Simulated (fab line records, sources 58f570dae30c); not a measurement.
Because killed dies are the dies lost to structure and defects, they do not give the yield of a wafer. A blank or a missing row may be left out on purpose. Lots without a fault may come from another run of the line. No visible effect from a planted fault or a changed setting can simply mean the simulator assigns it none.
Lot-split experiment -- flow berkeleyCmos170 -- route with 331 steps; 5 lots, 23 wafers read

== SPLIT DETAILS ==
At UCB170_NVT_IMPLANT_07, the setting energyKev was moved away from the recipe's 50 on 10 of the 23 wafers read, by -4.9% to +4.4%. This setting was run at the recipe's value on the other wafers.

The reading comes from the split's own step.

== THE READING ==
In nm, at UCB170_NVT_IMPLANT_07: implant.drpNm, which is the simulator's own figure and was read by no gauge. The file gives no usual value for it.

wafer,"tool, chamber at the split",energyKev as run,against the recipe,"implant.drpNm, nm",against lot-mates on the recipe
L074.2,"implanter-04, 0",50,recipe,18.57,-
L074.6,"implanter-04, 0",50,recipe,18.57,-
L074.3,"implanter-04, 0",47.55,-4.9%,17.91,-0.66
L074.4,"implanter-04, 0",47.55,-4.9%,17.91,-0.66
L074.5,"implanter-04, 0",47.55,-4.9%,17.91,-0.66
L076.1,"implanter-04, 0",50,recipe,18.57,-
L076.2,"implanter-04, 0",50,recipe,18.57,-
L076.3,"implanter-04, 0",50,recipe,18.57,-
L076.4,"implanter-04, 0",52.2,+4.4%,19.16,+0.59
L076.6,"implanter-04, 0",52.2,+4.4%,19.16,+0.59
L078.3,"implanter-04, 0",50,recipe,18.57,-
L078.4,"implanter-04, 0",50,recipe,18.57,-
L078.6,"implanter-04, 0",50,recipe,18.57,-
L080.1,"implanter-03, 0",50,recipe,18.57,-
L080.2,"implanter-03, 0",50,recipe,18.57,-
L080.5,"implanter-03, 0",50,recipe,18.57,-
L080.4,"implanter-03, 0",51.8,+3.6%,19.05,+0.48
L080.6,"implanter-03, 0",51.8,+3.6%,19.05,+0.48
L084.1,"implanter-02, 0",50,recipe,18.57,-
L084.2,"implanter-02, 0",50,recipe,18.57,-
L084.3,"implanter-02, 0",48.64,-2.7%,18.21,-0.36
L084.5,"implanter-02, 0",48.64,-2.7%,18.21,-0.36
L084.6,"implanter-02, 0",48.64,-2.7%,18.21,-0.36

THE FIT
A straight line over all 23 wafers: implant.drpNm changes by +0.134 nm for each +1% of energyKev; r = +1.00; the points scatter about the line by 0.0023 nm.
The same after taking each lot's own level away (the mean of its wafers on the recipe; 23 wafers): +0.134 nm for each +1%; r = +1.00; scatter 0.0023 nm.
The reading moves by 0.66 nm for the largest change in energyKev, on that fit.
The lots' own levels span 18.570 to 18.570 nm.
So the lot-to-lot level changes the slope little: the two slopes agree.
Check: for one of the wafers moved furthest among these (-4.9%), held out of the fit, the line's prediction against its lot-mates is -0.656 nm. Against them it came out at -0.66 nm.

== ADDITIONAL SPLITS CARRIED BY THESE WAFERS ==
Other splits were also applied to these wafers ahead of the reading. Each is held against what the fit with the lots' levels taken away leaves over:
other split on the same wafers,wafers away from the commonest value,r with implant.drpNm (lot level and that fit taken away)
UCB170_START_OXIDATION_02 oxTimeS,18,+0.14
UCB170_NWELL_CVD_04 timeS,10,-0.23
UCB170_NWELL_IMPLANT_14 energyKev,11,-0.32
UCB170_PWELL_IMPLANT_15 doseCm2,6,-0.31
UCB170_ACTIVE_COAT_08 spinRpm,9,+0.32
UCB170_PFIELD_COAT_01 spinRpm,8,-0.18
UCB170_SACOX_OXIDATION_01 tempC,10,+0.38

== THE WHOLE CHAIN: every reading that the file lists as answering this split, in the file's order ==
step,what it does,reading,change (the file's fit),r (the file's)
UCB170_NVT_IMPLANT_07,,"implant.rpNm (the simulator's own value, which no gauge read)",+0.366 nm for each +1% of the setting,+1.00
UCB170_NVT_IMPLANT_07,,"implant.drpNm (the simulator's own value, which no gauge read)",+0.134 nm for each +1% of the setting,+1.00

== THE FILE'S OWN FIT ==
implant.drpNm changes by +0.134 nm for each +1% of energyKev, r = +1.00.
